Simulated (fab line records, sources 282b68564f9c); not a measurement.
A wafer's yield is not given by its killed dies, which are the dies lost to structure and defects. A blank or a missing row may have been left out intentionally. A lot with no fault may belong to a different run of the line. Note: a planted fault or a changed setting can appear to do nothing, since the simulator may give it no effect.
fab line records ; flow rit_cmos
[record] lots = 7; wafers = 21; last_day = 7
route steps=202 shown PRETRO@69 GATE@75 FOX2@80 M1@202
lots with no fault: from the same line, run without faults
start_h: hours from the record's first day to the start of the lot's first wafer shown ; wait_h: hours elapsed since this lot's preceding step ; " as in the row above ; L1.1+2: a single row standing in for several wafers ; - either no value or no given start ; * or withheld: withheld ; < > ~ a bound
route shown NAME@n: a module of which the file shows steps, and the number in the route of the first ; usual: mean and standard deviation over wafers with no fault ; same: alike in all rows ; chamber/n: place in a boat ; sites: each site's reading ; _std_site: the standard deviation of these ; _edge_site: outer sites' mean less inner sites' ; radius_mm: how far each site lies from the wafer's centre ; mask NAME#n: copy n ; behind: the last tool/chamber to shape the wafer ; hold: the reason the lot was held/the length of the hold in hours/how it ended ; device: which transistor (n, p or np) failed to switch ; end of line: at the end of the route, the tests of the same wafers ; for a step that has no rows: nothing shown but its recipe ; killed: count of dies lost to structure and defects at first sort (not the wafer's yield) ; map: the dies of a wafer, with x for killed, . for not killed, _ for no die there
set.NAME: the setting that was run; set.NAME@STEP: the one run at that earlier step ; model.NAME: the simulator's own value behind a step, which no gauge read
lots at selected steps of the route; one table per step, one row per wafer
services: the hour from which a tool's chamber was out of use, counted from the record's first day as start_h (under 0 if before that day), plus the number of hours and why
[[steps]]
[step RIT_PRETRO_DEVELOP_05]
[recipe] resist = NOVOLAK; develop_time_s = 68; dev_temp_c = 23
[step RIT_PRETRO_OVL_MEAS_06]
[usual] PRETRO_OVL = 0.5/1.4
lot.wafer;tool;chamber;start_h;wait_h;PRETRO_OVL[nm]
L606.1;overlay-01;-;32.15;-;1.0
L606.2;overlay-01;-;32.15;-;2.8
L606.5;overlay-01;-;32.15;-;1.8
L607.2;overlay-01;-;36.66;-;2.9
L607.3;overlay-01;-;36.66;-;2.3
L607.6;overlay-01;-;36.66;-;1.7
L619.1;overlay-02;-;100.12;-;-0.4
L619.5;overlay-02;-;100.12;-;-0.6
L619.6;overlay-02;-;100.12;-;0.1
L620.1;overlay-01;-;102.42;-;1.2
L620.2;overlay-01;-;102.42;-;-0.2
L620.6;overlay-01;-;102.42;-;1.7
L622.1;overlay-01;-;112.58;-;0.1
L622.4;overlay-01;-;112.58;-;0.6
L622.5;overlay-01;-;112.58;-;0.9
L626.3;overlay-02;-;130.68;-;-0.7
L626.4;overlay-02;-;130.68;-;-1.9
L626.6;overlay-02;-;130.68;-;0.0
L628.1;overlay-02;-;141.23;-;0.0
L628.3;overlay-02;-;141.23;-;-0.8
L628.4;overlay-02;-;141.23;-;1.0
[step RIT_PRETRO_HARDBAKE_07]
[recipe] resist = NOVOLAK; temp_c = 140; time_s = 120
[step RIT_PRETRO_IMPLANT_08]
[recipe] species = B; energy_kev = 45; dose_cm2 = 1.21e+13; tilt_deg = 7
[step RIT_PRETRO_STRIP_09]
[recipe] chemistry = O2; time_s = 180; resist = NOVOLAK; platen_temp_c = withheld; power_w = 500; pressure_mtorr = 4000; o2_flow_sccm = 4000
[usual] drypump_motor_current_A = 5.6/0.46
lot.wafer;tool;chamber;start_h;wait_h;drypump_motor_current_A;rf_hours_counter_h
L606.1;plasma_asher-01;0;32.58;0.1;4.8;38
L606.2;plasma_asher-01;1;32.58;0.1;5.8;38
L606.5;plasma_asher-01;0;32.58;0.1;4.8;-
L607.2;plasma_asher-02;1;37.09;0.1;6.2;40
L607.3;plasma_asher-02;1;37.09;0.1;6.2;-
L607.6;plasma_asher-02;1;37.09;0.1;6.2;-
L619.1;plasma_asher-04;1;100.55;0.1;5.4;32
L619.5;plasma_asher-04;1;100.55;0.1;5.4;-
L619.6;plasma_asher-04;0;100.55;0.1;6.1;-
L620.1;plasma_asher-02;1;102.85;0.1;6.2;47
L620.2;plasma_asher-02;0;102.85;0.1;5.2;47
L620.6;plasma_asher-02;1;102.85;0.1;6.2;-
L622.1;plasma_asher-04;0;113.01;0.1;6.0;34
L622.4;plasma_asher-04;1;113.01;0.1;5.4;-
L622.5;plasma_asher-04;1;113.01;0.1;5.4;-
L626.3;plasma_asher-04;1;131.21;0.1;5.4;-
L626.4;plasma_asher-04;0;131.21;0.1;6.1;-
L626.6;plasma_asher-04;1;131.21;0.1;5.4;-
L628.1;plasma_asher-02;1;141.67;0.1;6.2;2
L628.3;plasma_asher-02;0;141.67;0.1;5.2;-
L628.4;plasma_asher-02;1;141.67;0.1;6.2;-
[step RIT_PRETRO_TW_MEAS_10]
[usual] PRETRO_TW = 475/4.2
lot.wafer;tool;chamber;start_h;wait_h;PRETRO_TW
L606.1;film_metro-04;-;32.76;0.1;475
L606.2;film_metro-04;-;32.76;0.1;476
L606.5;film_metro-04;-;32.76;0.1;473
L607.2;film_metro-04;-;37.28;0.1;475
L607.3;film_metro-04;-;37.28;0.1;475
L607.6;film_metro-04;-;37.28;0.1;476
L619.1;film_metro-02;-;100.73;0.1;472
L619.5;film_metro-02;-;100.73;0.1;468
L619.6;film_metro-02;-;100.73;0.1;468
L620.1;film_metro-01;-;103.03;0.1;480
L620.2;film_metro-01;-;103.03;0.1;480
L620.6;film_metro-01;-;103.03;0.1;479
L622.1;film_metro-04;-;113.19;0.1;473
L622.4;film_metro-04;-;113.19;0.1;476
L622.5;film_metro-04;-;113.19;0.1;476
L626.3;film_metro-02;-;131.35;0.1;471
L626.4;film_metro-02;-;131.35;0.1;473
L626.6;film_metro-02;-;131.35;0.1;472
L628.1;film_metro-02;-;141.84;0.1;472
L628.3;film_metro-02;-;141.84;0.1;476
L628.4;film_metro-02;-;141.84;0.1;473
[step RIT_GATE_WET_ETCH_00]
[recipe] chemistry = BOE; target = SiO2; target_depth_nm = 56; time_s = 60; dry = n2_spin; dilution = 10:1; temp_c = 21.5
[step RIT_GATE_CLEAN_01]
[recipe] chemistry = SC1; mix = 3:3:50; time_s = 600; temp_c = 75
[step RIT_GATE_CLEAN_02]
[recipe] chemistry = dHF; dilution = 50:1; time_s = 30
[step RIT_GATE_CLEAN_03]
[recipe] chemistry = SC2; mix = 3:3:50; time_s = 600; temp_c = 75; dry = n2_spin
[step RIT_GATE_CLEAN_04]
[recipe] chemistry = dHF; dilution = 50:1; time_s = 60; dry = n2_spin
[step RIT_FOX2_THK_MEAS_91]
[recipe] reads = SiO2_of_FOX2_OXIDATION_00
[usual] FIELD_OXIDE_LEFT_2_THK = 257/6.7
lot.wafer;tool;chamber;start_h;wait_h;FIELD_OXIDE_LEFT_2_THK[nm]
L606.1;film_metro-03;-;33.23;0.0;262
L606.2;film_metro-03;-;33.23;0.0;262
L606.5;film_metro-03;-;33.23;0.0;261
L607.2;film_metro-02;-;37.75;0.0;267
L607.3;film_metro-02;-;37.75;0.0;264
L607.6;film_metro-02;-;37.75;0.0;260
L619.1;film_metro-04;-;101.20;0.0;261
L619.5;film_metro-04;-;101.20;0.0;261
L619.6;film_metro-04;-;101.20;0.0;262
L620.1;film_metro-03;-;103.50;0.0;255
L620.2;film_metro-03;-;103.50;0.0;258
L620.6;film_metro-03;-;103.50;0.0;263
L622.1;film_metro-03;-;113.67;0.0;256
L622.4;film_metro-03;-;113.67;0.0;254
L622.5;film_metro-03;-;113.67;0.0;261
L626.3;film_metro-02;-;131.83;0.0;261
L626.4;film_metro-02;-;131.83;0.0;255
L626.6;film_metro-02;-;131.83;0.0;260
L628.1;film_metro-02;-;142.36;0.0;244
L628.3;film_metro-02;-;142.36;0.0;242
L628.4;film_metro-02;-;142.36;0.0;245
[step RIT_GATE_OXIDATION_05]
[recipe] temp_c = 900; ambient = O2; target_thk_a = 30; ox_time_s = 270
[usual] ox_time_s = 270/0
lot.wafer;tool;chamber;start_h;wait_h;ox_time_s;model.SiO2_of_GATE_OXIDATION_05.thk_nm
L606.1;furnace-04;0;33.29;0.1;270;2.949
L606.2;furnace-04;0;33.29;0.1;270;2.963
L606.5;furnace-04;0;33.29;0.1;270;2.975
L607.2;furnace-03;0;37.80;0.0;270;3.134
L607.3;furnace-03;0;37.80;0.0;270;3.054
L607.6;furnace-03;0;37.80;0.0;270;3.04
L619.1;furnace-03;0;101.82;0.6;391.5;4.058
L619.5;furnace-03;0;101.82;0.6;391.5;4.091
L619.6;furnace-03;0;101.82;0.6;391.5;4.071
L620.1;furnace-03;0;103.56;0.1;391.5;4.034
L620.2;furnace-03;0;103.56;0.1;391.5;4.072
L620.6;furnace-03;0;103.56;0.1;391.5;4.064
L622.1;furnace-03;0;113.73;0.1;391.5;3.988
L622.4;furnace-03;0;113.73;0.1;391.5;3.988
L622.5;furnace-03;0;113.73;0.1;391.5;3.952
L626.3;furnace-02;0;131.87;0.0;270;2.967
L626.4;furnace-02;0;131.87;0.0;270;2.968
L626.6;furnace-02;0;131.87;0.0;270;3.003
L628.1;furnace-04;0;142.42;0.1;270;2.975
L628.3;furnace-04;0;142.42;0.1;270;2.941
L628.4;furnace-04;0;142.42;0.1;270;2.954
[step RIT_GATE_ANNEAL_06]
[recipe] temp_c = 900; time_s = 600; ambient = N2O
[step RIT_GATE_THK_MEAS_07]
[recipe] reads = SiO2_of_GATE_OXIDATION_05
[usual] GATE_OXIDE_THK = 3.02/0.069
lot.wafer;tool;chamber;start_h;wait_h;GATE_OXIDE_THK[nm]
L606.1;film_metro-02;-;34.62;0.0;2.92
L606.2;film_metro-02;-;34.62;0.0;3.03
L606.5;film_metro-02;-;34.62;0.0;2.99
L607.2;film_metro-04;-;39.14;0.0;3.10
L607.3;film_metro-04;-;39.14;0.0;3.01
L607.6;film_metro-04;-;39.14;0.0;3.07
L619.1;film_metro-02;-;103.14;0.0;4.05
L619.5;film_metro-02;-;103.14;0.0;4.15
L619.6;film_metro-02;-;103.14;0.0;4.09
L620.1;film_metro-03;-;104.89;0.0;4.03
L620.2;film_metro-03;-;104.89;0.0;4.15
L620.6;film_metro-03;-;104.89;0.0;4.04
L622.1;film_metro-03;-;115.05;0.0;4.01
L622.4;film_metro-03;-;115.05;0.0;3.93
L622.5;film_metro-03;-;115.05;0.0;3.98
L626.3;film_metro-03;-;133.21;0.0;2.91
L626.4;film_metro-03;-;133.21;0.0;3.01
L626.6;film_metro-03;-;133.21;0.0;3.01
L628.1;film_metro-04;-;143.74;0.0;2.97
L628.3;film_metro-04;-;143.74;0.0;2.93
L628.4;film_metro-04;-;143.74;0.0;2.94
[step RIT_GATE_CVD_08]
[recipe] material = poly-Si; target_thk_nm = 250; temp_c = 610; precursor = SiH4; time_s = 2220; pressure_mtorr = 300; sih4_flow_sccm = 100
[step RIT_M1_PROBE_99]
[usual] killed_at_contacts = 0.1/0.36; killed_at_front_end = 7.2/2.9; killed_dies = 7.4/2.9; killed_open = 3.8/2; killed_short = 3.5/2
[same] gross_dies = 264; killed_at_M0_to_M3 = 0; killed_at_M4_up = 0; killed_at_back_side = 0; killed_at_other = 0
lot.wafer;tool;chamber;start_h;wait_h;killed_at_contacts;killed_at_front_end;killed_dies;killed_open;killed_short;model.etest.pmos_0p3.r_on_ohm_um;model.etest.pmos_turned.r_on_ohm_um;model.etest.pmos_0p15.r_on_ohm_um;model.etest.nmos_0p3.r_on_ohm_um;model.etest.nmos_0p15.r_on_ohm_um;model.etest.nmos_0p15.drive_ua_um;model.etest.nmos_narrow.drive_ua_um;model.etest.nmos_0p3.drive_ua_um
L606.1;prober-02;-;59.97;0.1;0;13;13;4;9;6269;3457;2757;2126;1102;471.9;233.9;227.4
L606.2;prober-02;-;60.02;0.1;0;11;11;7;4;6334;3533;2848;2151;1115;463.7;229.2;225.4
L606.5;prober-02;-;60.17;0.2;1;9;10;5;5;6283;3526;2832;2169;1148;466.4;224.8;224.5
L607.2;prober-01;-;62.41;0.1;0;5;5;3;2;6407;3363;2714;2174;1073;464.7;210.5;211.5
L607.3;prober-01;-;62.46;0.2;0;10;10;6;4;6335;3393;2747;2172;1133;463.7;222.7;220.5
L607.6;prober-01;-;62.61;0.2;0;8;8;5;3;6194;3348;2702;2156;1123;465;217.5;222.1
L619.1;prober-02;-;126.59;0.1;0;10;10;4;6;8144;4025;3253;2668;1251;370.2;147;149.9
L619.5;prober-02;-;126.79;0.2;0;15;15;10;5;8306;4106;3304;2709;1273;358.7;145.6;147
L619.6;prober-02;-;126.84;0.2;0;7;7;4;3;8237;4119;3372;2712;1297;355.5;146.8;148.1
L620.1;prober-01;-;128.75;0.1;0;8;8;2;6;8185;4201;3435;2696;1290;356.5;148.6;149.3
L620.2;prober-01;-;128.80;0.1;0;12;12;7;4;8193;4174;3380;2700;1264;354;144.7;146.7
L620.6;prober-01;-;129.00;0.2;0;5;5;2;3;8243;4208;3405;2711;1280;353.1;143.9;147.4
L622.1;prober-01;-;138.51;0.1;0;4;4;3;1;7984;3898;3174;2723;1274;359.5;144.5;146.8
L622.4;prober-01;-;138.66;0.2;0;1;1;1;0;7910;3828;3143;2734;1265;367.2;144.8;147.7
L622.5;prober-01;-;138.71;0.2;0;6;6;4;2;7905;3817;3100;2708;1274;377.6;145.5;149.8
L626.3;prober-01;-;156.33;0.2;0;4;4;2;2;6119;3212;2609;2093;1048;485.6;227.5;226.2
L626.4;prober-01;-;156.38;0.2;0;7;7;5;2;6240;3268;2650;2128;1082;486.5;232.7;227.4
L626.6;prober-01;-;156.48;0.2;0;9;9;3;6;6149;3202;2609;2140;1086;486.4;226.6;225.6
L628.1;prober-01;-;166.26;0.1;1;5;6;4;2;6122;3216;2630;2146;1105;479.9;230.5;228.9
L628.3;prober-01;-;166.36;0.2;0;7;7;1;6;6127;3235;2636;2127;1094;474.7;232.7;229.7
L628.4;prober-01;-;166.41;0.2;0;7;7;4;3;6110;3230;2598;2098;1080;478.9;231.6;226.1
// killed by level:class
L606.1 GATE:geometric_particle:short=6 SPACER:geometric_particle:open=3 FOX1:geometric_particle:open=1 FOX2:geometric_particle:short=1 REOX:geometric_particle:short=1 SPACER:geometric_particle:short=1
L606.2 GATE:geometric_particle:open=6 GATE:geometric_particle:short=2 FOX1:geometric_particle:short=1 SPACER:geometric_particle:short=1 SPACER:geometric_particle:open=1
L606.5 GATE:geometric_particle:open=5 SPACER:geometric_particle:short=2 FOX2:geometric_particle:short=1 GATE:geometric_particle:short=1 CONTACT:geometric_particle:short=1
L607.2 REOX:geometric_particle:open=2 GATE:geometric_particle:short=1 SPACER:geometric_particle:open=1 SPACER:geometric_particle:short=1
L607.3 GATE:geometric_particle:open=2 REOX:geometric_particle:short=2 REOX:geometric_particle:open=2 FOX1:geometric_particle:open=1 FOX2:geometric_particle:short=1 GATE:geometric_particle:short=1 SPACER:geometric_particle:open=1
L607.6 GATE:geometric_particle:open=2 SPACER:geometric_particle:open=2 FOX2:geometric_particle:short=1 REOX:geometric_particle:short=1 SPACER:geometric_particle:short=1 SILICIDE:geometric_particle:open=1
L619.1 GATE:geometric_particle:short=4 SILICIDE:geometric_particle:open=2 SILICIDE:geometric_particle:short=2 GATE:geometric_particle:open=1 SPACER:geometric_particle:open=1
L619.5 SILICIDE:geometric_particle:open=4 FOX2:geometric_particle:short=3 SPACER:geometric_particle:open=3 GATE:geometric_particle:open=2 FOX2:geometric_particle:open=1 GATE:geometric_particle:short=1 SPACER:geometric_particle:short=1
L619.6 GATE:geometric_particle:open=3 FOX1:geometric_particle:short=1 FOX2:geometric_particle:open=1 GATE:geometric_particle:short=1 REOX:geometric_particle:short=1
L620.1 REOX:geometric_particle:short=3 REOX:geometric_particle:open=2 GATE:geometric_particle:short=1 SPACER:geometric_particle:short=1 SILICIDE:geometric_particle:short=1
L620.2 SPACER:geometric_particle:open=3 GATE:geometric_particle:open=2 REOX:geometric_particle:open=2 REOX:geometric_particle:short=2 SPACER:geometric_particle:short=1 SILICIDE:geometric_particle:short=1 NRETRO:coat_microbubble_printed=1
L620.6 REOX:geometric_particle:short=2 GATE:geometric_particle:open=1 REOX:geometric_particle:open=1 SPACER:geometric_particle:short=1
L622.1 GATE:geometric_particle:open=1 REOX:geometric_particle:short=1 REOX:geometric_particle:open=1 SILICIDE:geometric_particle:open=1
L622.4 SILICIDE:geometric_particle:open=1
L622.5 FOX2:geometric_particle:open=1 FOX2:geometric_particle:short=1 GATE:geometric_particle:open=1 REOX:geometric_particle:short=1 REOX:geometric_particle:open=1 SPACER:geometric_particle:open=1
L626.3 GATE:geometric_particle:open=2 REOX:geometric_particle:short=1 SPACER:geometric_particle:short=1
L626.4 GATE:geometric_particle:open=3 FOX1:geometric_particle:short=1 SPACER:geometric_particle:open=1 SILICIDE:geometric_particle:open=1 SILICIDE:geometric_particle:short=1
L626.6 FOX1:geometric_particle:short=3 SPACER:geometric_particle:short=2 FOX1:geometric_particle:open=1 GATE:geometric_particle:open=1 REOX:geometric_particle:short=1 REOX:geometric_particle:open=1
L628.1 GATE:geometric_particle:open=2 FOX1:geometric_particle:short=1 GATE:geometric_particle:short=1 SILICIDE:geometric_particle:open=1 CONTACT:geometric_particle:open=1
L628.3 GATE:geometric_particle:short=3 FOX1:geometric_particle:short=1 FOX2:geometric_particle:short=1 FOX2:geometric_particle:open=1 SILICIDE:geometric_particle:short=1
L628.4 GATE:geometric_particle:open=2 FOX1:geometric_particle:short=1 FOX2:geometric_particle:open=1 GATE:geometric_particle:short=1 SILICIDE:geometric_particle:open=1 SILICIDE:geometric_particle:short=1
[[services]]
tool;chamber;start_h;hours;kind
plasma_asher-04;-;46.32;3.4;repair
furnace-03;-;54.61;3.2;pm
furnace-04;-;68.48;2.6;pm
plasma_asher-02;-;107.56;3.9;repair
plasma_asher-04;-;108.75;1.5;repair
plasma_asher-02;-;111.42;9.0;pm
plasma_asher-02;0;111.42;9.0;vent_cycle
plasma_asher-02;1;111.42;9.0;vent_cycle
plasma_asher-02;0;120.42;-;clean
plasma_asher-02;1;120.42;-;clean
[[key]]
[first_sign] step = RIT_GATE_OXIDATION_05; reading = ox_time_s; direction = up; sigmas = 99+; usual = *; struck = *
[effect] step = RIT_GATE_THK_MEAS_07; reading = GATE_OXIDE_THK; direction = up; sigmas = 15; usual = 3.02; struck = 4.05
[model_effect] step = RIT_GATE_OXIDATION_05; value = SiO2_of_GATE_OXIDATION_05.thk_nm; without = 3.05; struck = 4.035
[model_effect] step = RIT_M1_PROBE_99; value = etest.pmos_0p3.r_on_ohm_um; without = 6349; struck = 8123
met_at RIT_GATE_OXIDATION_05
struck_wafers L619.1,L619.5,L619.6,L620.1,L620.2,L620.6,L622.1,L622.4,L622.5
tester_left_out L619,L620,L622
[loop_trim] step = RIT_M1_EXPOSE_06; setting = dose; lots = L619,L620,L622
[fault] kind = process_parameter_drift; tool = furnace-03; chamber = -; onset_h = 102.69; steps = RIT_GATE_OXIDATION_05; channel = ox_time_s; offset = *; shape = step; end_h = 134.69; acts_in = *; stated = *
// tester_left_out: of these lots the tester's yield and bins aren't shown, on N5 and GAA mostly nor the transistor test; their killed dies are dies lost to structure and defects alone, not to doping, threshold or leakage, so they don't give the yield
// loop_trim: a control loop set the setting to another value than it would have without faults
